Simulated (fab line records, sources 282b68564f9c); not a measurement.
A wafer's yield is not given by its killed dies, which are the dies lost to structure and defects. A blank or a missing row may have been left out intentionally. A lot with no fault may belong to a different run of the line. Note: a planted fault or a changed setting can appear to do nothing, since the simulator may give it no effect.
Struck lot and sound lot, side by side + flow rit-cmos + 20 out of 202 route steps
Sound: these wafers, L870.1, L870.2, L870.6. Wafers struck: L873.2, L873.3, L873.6. The cause is named last.
At each step with rows: each side's tool, then ch and its chambers, then its first start. Under that, the readings that differ: sound wafers + struck wafers + difference of the means + sigmas: that difference in standard deviations of wafers without a fault.
alike: readings whose means differ by less than 2 such deviations, and words and numbers that are the same on both sides. not compared: withheld readings, readings that some wafer has no value for, bounds like >300 that may hide the same value, and numbers for which the record gives no deviation and whose values overlap.
The two part at a step that has a row with sigmas, a row that says differs or no value, or rows on one side only. Numbers that don't overlap but have no deviation are shown without sigmas and don't part them. A reading that every wafer of one side lacks parts them only if that side has two wafers or more.

first, 4 steps without rows for these wafers: RIT_ACTIVE_SOFTBAKE_07 (time 60 s); RIT_ACTIVE_EXPOSE_08 (exposes mask M1, target cd 1400 nm); RIT_ACTIVE_PEB_09; RIT_ACTIVE_DEVELOP_10 (develop time 50 s).
RIT_ACTIVE_CD_MEAS_11 targets a cd of 1400 nm.
  sound: cd-sem-01 at day 1 19:34; struck: cd-sem-01 at day 2 11:22
  alike: cd-nm
then, 1 step without rows for these wafers: RIT_ACTIVE_HARDBAKE_12 (time 60 s).
RIT_ACTIVE_ETCH_13: etches Si3N4 in SF6, stops on SiO2, time 210 s, target depth 210 nm.
  sound on rie-diel-03 ch 0,2,3, day 1 19:50; struck on rie-diel-03 ch 0,1, day 2 11:37
  alike: drypump-motor-current-A, oes-product-au, rf-fwd-power-W, throttle-valve-pct
  not compared: rf-hours-counter-h
RIT_ACTIVE_STRIP_14: strips in O2, time 180 s.
  sound on plasma-asher-01 ch 0,1, day 1 19:58; struck on plasma-asher-04 ch 0,1, day 2 11:45
  alike: drypump-motor-current-A
  not compared: rf-hours-counter-h
RIT_ACTIVE_CD_MEAS_90 targets a cd of 1400 nm.
  sound: cd-sem-01 at day 1 20:08; struck: cd-sem-02 at day 2 11:57
  alike: cd-nm
then, 3 steps without rows for these wafers: RIT_ACTIVE_CLEAN_15 (cleans in SC1, time 600 s); RIT_ACTIVE_CLEAN_16 (cleans in dHF, time 30 s); RIT_ACTIVE_CLEAN_17 (cleans in SC2, time 600 s).
RIT_FOX1_OXIDATION_00: target thk 350.7 nm, ox time 1130 s.
  sound on furnace-03 ch 0, day 1 22:07; struck on furnace-03 ch 0, day 2 13:56
RIT_FOX1_THK_MEAS_01:
  sound: film-metro-02 at day 1 23:25; struck: film-metro-02 at day 2 15:15
| reading             | sound       | struck      | difference | sigmas |
|---------------------|-------------|-------------|------------|--------|
| FOX1_OXIDE_THK (nm) | 353 353 352 | 530 530 521 | +174       | +28    |
RIT_FOX1_WET_ETCH_02: etches SiO2 in BOE, target depth 350 nm, time 401.2 s.
  sound on wet-bench-03 ch 1, day 1 23:29; struck on wet-bench-01 ch 0, day 2 15:18
| reading                                  | sound             | struck          | difference | sigmas |
|------------------------------------------|-------------------|-----------------|------------|--------|
| model.Si3N4_of_ACTIVE_CVD_03.thk-nm (nm) | 137.5 137.7 137.4 | 132 131.3 132.7 | -6         |        |
then, 1 step without rows for these wafers: RIT_FOX2_OXIDATION_00 (target thk 350.7 nm, ox time 1130 s).
RIT_FOX2_THK_MEAS_01:
  sound: film-metro-02 at day 2 00:55; struck: film-metro-01 at day 2 17:52
  alike: FOX2_OXIDE_THK
RIT_FOX2_CLEAN_02: cleans in dHF, time 180 s.
  sound on wet-bench-02 ch 1, day 2 00:59; struck on wet-bench-02 ch 2, day 2 17:55
| reading                                  | sound             | struck            | difference | sigmas |
|------------------------------------------|-------------------|-------------------|------------|--------|
| model.Si3N4_of_ACTIVE_CVD_03.thk-nm (nm) | 130.4 130.7 130.4 | 124.9 124.3 125.7 | -5.5       |        |
then, 1 step without rows for these wafers: RIT_FOX2_WET_ETCH_03 (etches Si3N4 in H3PO4, target depth 195 nm, time 2700 s).
RIT_M1_PROBE_99:
  rows exist in the record for the sound wafers here (prober-01, day 3 17:25), none for the struck ones

WHERE THEY PART
At RIT_FOX1_THK_MEAS_01 first; at RIT_M1_PROBE_99 last (within this record only).

WHY: whatever the simulator had introduced
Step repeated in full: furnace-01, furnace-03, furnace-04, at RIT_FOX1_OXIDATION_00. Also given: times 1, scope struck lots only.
